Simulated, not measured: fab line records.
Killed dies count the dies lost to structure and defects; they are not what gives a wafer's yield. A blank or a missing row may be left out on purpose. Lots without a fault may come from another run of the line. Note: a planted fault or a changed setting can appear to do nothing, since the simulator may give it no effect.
fab line records :: flow ritCmos
[record]
  lots = 13
  wafers = 39
  lastDay = 6
route steps=202 shown PSD@151
lots with no fault: from the same line, run without faults
startH: start of the lot's first displayed wafer, in hours after the record's first day :: waitH: hours elapsed since this lot's preceding step :: " repeats the value in the row above :: L1.1+2: a row that stands for several wafers :: - no value present, or no start provided :: * or withheld: withheld :: < > ~ a bound
route shown NAME@n: names a module that has steps shown in the file, with the first one's number in the route :: usual: mean/standard deviation taken from wafers without a fault :: same: alike in all rows :: chamber/n: place in a boat :: sites: per-site readings :: _std_site: the values' standard deviation :: _edge_site: the outer-site mean with the inner-site mean subtracted :: radiusMm: for every site, how far away it sits from the centre of the wafer :: mask NAME#n: copy n :: behind: tool/chamber where the wafer was last shaped :: hold: reason for holding the lot/hours on hold/outcome of the hold :: device: whichever transistor did not switch (one of n, p or np) :: end of line: the tests these same wafers got at the end of their route :: where a step has no rows: the recipe by itself :: killed: dies that structure and defects cost at the first sort, which is not the same as the wafer's yield :: map: a wafer's dies, x killed, . not, _ none there
set.NAME: the setting as run; set.NAME@STEP: as run at that earlier step :: model.NAME: the simulator's own value behind a step, which no gauge read
steps of the route over a sample of lots; a table a step, a row a wafer
services: a tool's chamber out of use, with start hour (startH, from the record's first day; less than 0 if before it), hours out, and reason
[[steps]]
[step RIT_PSD_STRIP_09]
[recipe]
  chemistry = O2
  timeS = 180
  resist = NOVOLAK
  platenTempC = withheld
  powerW = 500
  pressureMtorr = 4000
  o2FlowSccm = 4000
[usual]
  drypumpMotorCurrentA = 5.8/0.41
  rfReflPowerW = 7.3/0.84
  runLengthS = 208.3/0.47
[same]
  timeS = 180
lot.wafer: L136.2
tool: plasmaAsher-04
chamber: 0
startH: 50.16
waitH: 0.1
drypumpMotorCurrentA: 6.3
rfHoursCounterH: 43
rfReflPowerW: 6.8
runLengthS: 207.6

lot.wafer: L136.3
tool: plasmaAsher-04
chamber: 0
startH: 50.16
waitH: 0.1
drypumpMotorCurrentA: 6.2
rfHoursCounterH: -
rfReflPowerW: 6.9
runLengthS: 207.6

lot.wafer: L136.6
tool: plasmaAsher-04
chamber: 0
startH: 50.16
waitH: 0.1
drypumpMotorCurrentA: 6.3
rfHoursCounterH: -
rfReflPowerW: 6.8
runLengthS: 207.6

lot.wafer: L137.3
tool: plasmaAsher-04
chamber: 0
startH: 55.24
waitH: 0.1
drypumpMotorCurrentA: 6.2
rfHoursCounterH: -
rfReflPowerW: 6.8
runLengthS: 207.8

lot.wafer: L137.5
tool: plasmaAsher-04
chamber: 0
startH: 55.24
waitH: 0.1
drypumpMotorCurrentA: 6.3
rfHoursCounterH: -
rfReflPowerW: 6.7
runLengthS: 207.7

lot.wafer: L137.6
tool: plasmaAsher-04
chamber: 1
startH: 55.24
waitH: 0.1
drypumpMotorCurrentA: 6.1
rfHoursCounterH: -
rfReflPowerW: 8.3
runLengthS: 208.2

lot.wafer: L139.2
tool: plasmaAsher-04
chamber: 1
startH: 64.44
waitH: 0.1
drypumpMotorCurrentA: 6.1
rfHoursCounterH: 44
rfReflPowerW: 8.1
runLengthS: 208.0

lot.wafer: L139.3
tool: plasmaAsher-04
chamber: 1
startH: 64.44
waitH: 0.1
drypumpMotorCurrentA: 6.1
rfHoursCounterH: -
rfReflPowerW: 8.3
runLengthS: 208.2

lot.wafer: L139.5
tool: plasmaAsher-04
chamber: 0
startH: 64.44
waitH: 0.1
drypumpMotorCurrentA: 6.3
rfHoursCounterH: -
rfReflPowerW: 6.9
runLengthS: 207.7

lot.wafer: L140.1
tool: plasmaAsher-04
chamber: 0
startH: 70.28
waitH: 0.1
drypumpMotorCurrentA: 6.3
rfHoursCounterH: 45
rfReflPowerW: 6.7
runLengthS: 207.8

lot.wafer: L140.2
tool: plasmaAsher-04
chamber: 1
startH: 70.28
waitH: 0.1
drypumpMotorCurrentA: 6.1
rfHoursCounterH: 45
rfReflPowerW: 8.2
runLengthS: 208.0

lot.wafer: L140.5
tool: plasmaAsher-04
chamber: 0
startH: 70.28
waitH: 0.1
drypumpMotorCurrentA: 6.3
rfHoursCounterH: -
rfReflPowerW: 6.9
runLengthS: 207.7

lot.wafer: L142.2
tool: plasmaAsher-01
chamber: 0
startH: 78.84
waitH: 0.1
drypumpMotorCurrentA: 6.1
rfHoursCounterH: 38
rfReflPowerW: 6.9
runLengthS: 208.5

lot.wafer: L142.5
tool: plasmaAsher-01
chamber: 1
startH: 78.84
waitH: 0.1
drypumpMotorCurrentA: 5.4
rfHoursCounterH: -
rfReflPowerW: 7.1
runLengthS: 208.2

lot.wafer: L142.6
tool: plasmaAsher-01
chamber: 0
startH: 78.84
waitH: 0.1
drypumpMotorCurrentA: 6.1
rfHoursCounterH: -
rfReflPowerW: 7.0
runLengthS: 209.3

lot.wafer: L143.4
tool: plasmaAsher-02
chamber: 0
startH: 85.01
waitH: 0.1
drypumpMotorCurrentA: 5.2
rfHoursCounterH: -
rfReflPowerW: 6.0
runLengthS: 207.8

lot.wafer: L143.5
tool: plasmaAsher-02
chamber: 1
startH: 85.01
waitH: 0.1
drypumpMotorCurrentA: 5.5
rfHoursCounterH: -
rfReflPowerW: 8.9
runLengthS: 209.7

lot.wafer: L143.6
tool: plasmaAsher-02
chamber: 0
startH: 85.01
waitH: 0.1
drypumpMotorCurrentA: 5.2
rfHoursCounterH: -
rfReflPowerW: 5.9
runLengthS: 207.8

lot.wafer: L144.2
tool: plasmaAsher-02
chamber: 1
startH: 89.61
waitH: 0.1
drypumpMotorCurrentA: 5.5
rfHoursCounterH: 45
rfReflPowerW: 8.7
runLengthS: 208.8

lot.wafer: L144.5
tool: plasmaAsher-02
chamber: 1
startH: 89.61
waitH: 0.1
drypumpMotorCurrentA: 5.5
rfHoursCounterH: -
rfReflPowerW: 8.2
runLengthS: 209.3

lot.wafer: L144.6
tool: plasmaAsher-02
chamber: 0
startH: 89.61
waitH: 0.1
drypumpMotorCurrentA: 5.2
rfHoursCounterH: -
rfReflPowerW: 6.0
runLengthS: 207.7

lot.wafer: L145.1
tool: plasmaAsher-02
chamber: 0
startH: 95.07
waitH: 0.1
drypumpMotorCurrentA: 5.2
rfHoursCounterH: 45
rfReflPowerW: 6.5
runLengthS: 207.6

lot.wafer: L145.2
tool: plasmaAsher-02
chamber: 1
startH: 95.07
waitH: 0.1
drypumpMotorCurrentA: 5.5
rfHoursCounterH: 45
rfReflPowerW: 8.7
runLengthS: 208.9

lot.wafer: L145.4
tool: plasmaAsher-02
chamber: 1
startH: 95.07
waitH: 0.1
drypumpMotorCurrentA: 5.5
rfHoursCounterH: -
rfReflPowerW: 8.8
runLengthS: 209.2

lot.wafer: L146.1
tool: plasmaAsher-04
chamber: 1
startH: 98.89
waitH: 0.1
drypumpMotorCurrentA: 6.1
rfHoursCounterH: 48
rfReflPowerW: 8.2
runLengthS: 207.9

lot.wafer: L146.3
tool: plasmaAsher-04
chamber: 0
startH: 98.89
waitH: 0.1
drypumpMotorCurrentA: 6.2
rfHoursCounterH: -
rfReflPowerW: 6.9
runLengthS: 207.8

lot.wafer: L146.6
tool: plasmaAsher-04
chamber: 0
startH: 98.89
waitH: 0.1
drypumpMotorCurrentA: 6.2
rfHoursCounterH: -
rfReflPowerW: 6.9
runLengthS: 207.8

lot.wafer: L148.1
tool: plasmaAsher-04
chamber: 1
startH: 108.10
waitH: 0.1
drypumpMotorCurrentA: 6.1
rfHoursCounterH: 50
rfReflPowerW: 8.3
runLengthS: 208.7

lot.wafer: L148.2
tool: plasmaAsher-04
chamber: 0
startH: 108.10
waitH: 0.1
drypumpMotorCurrentA: 6.3
rfHoursCounterH: 50
rfReflPowerW: 6.8
runLengthS: 208.1

lot.wafer: L148.5
tool: plasmaAsher-04
chamber: 1
startH: 108.10
waitH: 0.1
drypumpMotorCurrentA: 6.1
rfHoursCounterH: -
rfReflPowerW: 8.1
runLengthS: 208.2

lot.wafer: L154.2
tool: plasmaAsher-01
chamber: 0
startH: 138.77
waitH: 0.1
drypumpMotorCurrentA: 6.1
rfHoursCounterH: 44
rfReflPowerW: 7.0
runLengthS: 208.4

lot.wafer: L154.4
tool: plasmaAsher-01
chamber: 1
startH: 138.77
waitH: 0.1
drypumpMotorCurrentA: 5.4
rfHoursCounterH: -
rfReflPowerW: 7.0
runLengthS: 208.2

lot.wafer: L154.6
tool: plasmaAsher-01
chamber: 1
startH: 138.77
waitH: 0.1
drypumpMotorCurrentA: 5.4
rfHoursCounterH: -
rfReflPowerW: 7.1
runLengthS: 208.4

lot.wafer: L155.1
tool: plasmaAsher-04
chamber: 0
startH: 143.12
waitH: 0.1
drypumpMotorCurrentA: 6.2
rfHoursCounterH: 54
rfReflPowerW: 6.8
runLengthS: 208.2

lot.wafer: L155.3
tool: plasmaAsher-04
chamber: 0
startH: 143.12
waitH: 0.1
drypumpMotorCurrentA: 6.3
rfHoursCounterH: -
rfReflPowerW: 6.8
runLengthS: 207.9

lot.wafer: L155.5
tool: plasmaAsher-04
chamber: 1
startH: 143.12
waitH: 0.1
drypumpMotorCurrentA: 6.1
rfHoursCounterH: -
rfReflPowerW: 8.0
runLengthS: 208.2

lot.wafer: L156.1
tool: plasmaAsher-01
chamber: 1
startH: 148.57
waitH: 0.1
drypumpMotorCurrentA: 5.4
rfHoursCounterH: 45
rfReflPowerW: 7.0
runLengthS: 117.0

lot.wafer: L156.4
tool: plasmaAsher-01
chamber: 1
startH: 148.57
waitH: 0.1
drypumpMotorCurrentA: 5.4
rfHoursCounterH: -
rfReflPowerW: 7.1
runLengthS: 118.0

lot.wafer: L156.5
tool: plasmaAsher-01
chamber: 0
startH: 148.57
waitH: 0.1
drypumpMotorCurrentA: 6.1
rfHoursCounterH: -
rfReflPowerW: 6.8
runLengthS: 117.0
[[services]]
tool: plasmaAsher-01
chamber: -
startH: 26.78
hours: 5.5
kind: repair

tool: plasmaAsher-01
chamber: -
startH: 46.76
hours: 12.8
kind: repair

tool: plasmaAsher-02
chamber: -
startH: 69.46
hours: 7.5
kind: repair

tool: plasmaAsher-02
chamber: -
startH: 108.75
hours: 9.0
kind: pm

tool: plasmaAsher-02
chamber: 0
startH: 108.75
hours: 9.0
kind: ventCycle

tool: plasmaAsher-02
chamber: 1
startH: 108.75
hours: 9.0
kind: ventCycle

tool: plasmaAsher-02
chamber: 0
startH: 117.75
hours: -
kind: clean

tool: plasmaAsher-02
chamber: 1
startH: 117.75
hours: -
kind: clean

tool: plasmaAsher-01
chamber: -
startH: 120.14
hours: 15.6
kind: pm

tool: plasmaAsher-04
chamber: -
startH: 143.73
hours: 0.8
kind: repair
[[key]]
[firstSign]
  step = RIT_PSD_STRIP_09
  reading = runLengthS
  direction = down
  sigmas = 99+
  usual = *
  struck = *
effect none on later readings
metAt RIT_PSD_STRIP_09
struckLots L156
laterRowsLeftOut L156.1,L156.4,L156.5
sortLeftOut L156.1,L156.4,L156.5
testerLeftOut L156
onsetBetween 138.77 148.57
[fault]
  kind = stripAborted
  tool = plasmaAsher-01
  chamber = -
  onsetH = 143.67
  steps = RIT_PSD_STRIP_09
  offset = 0.35
  endH = 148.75
// testerLeftOut: of these lots the tester's yield and bins aren't shown, on N5 and GAA mostly nor the transistor test; their killed dies are dies lost to structure and defects alone, not to doping, threshold or leakage, so they don't give the yield
// sortLeftOut: the simulated sort isn't trusted on such a fault, so these wafers' sort isn't shown, and their yield isn't known
// laterRowsLeftOut: the simulator's readings of these wafers behind a module that went badly wrong aren't trusted and aren't shown, but for the sort
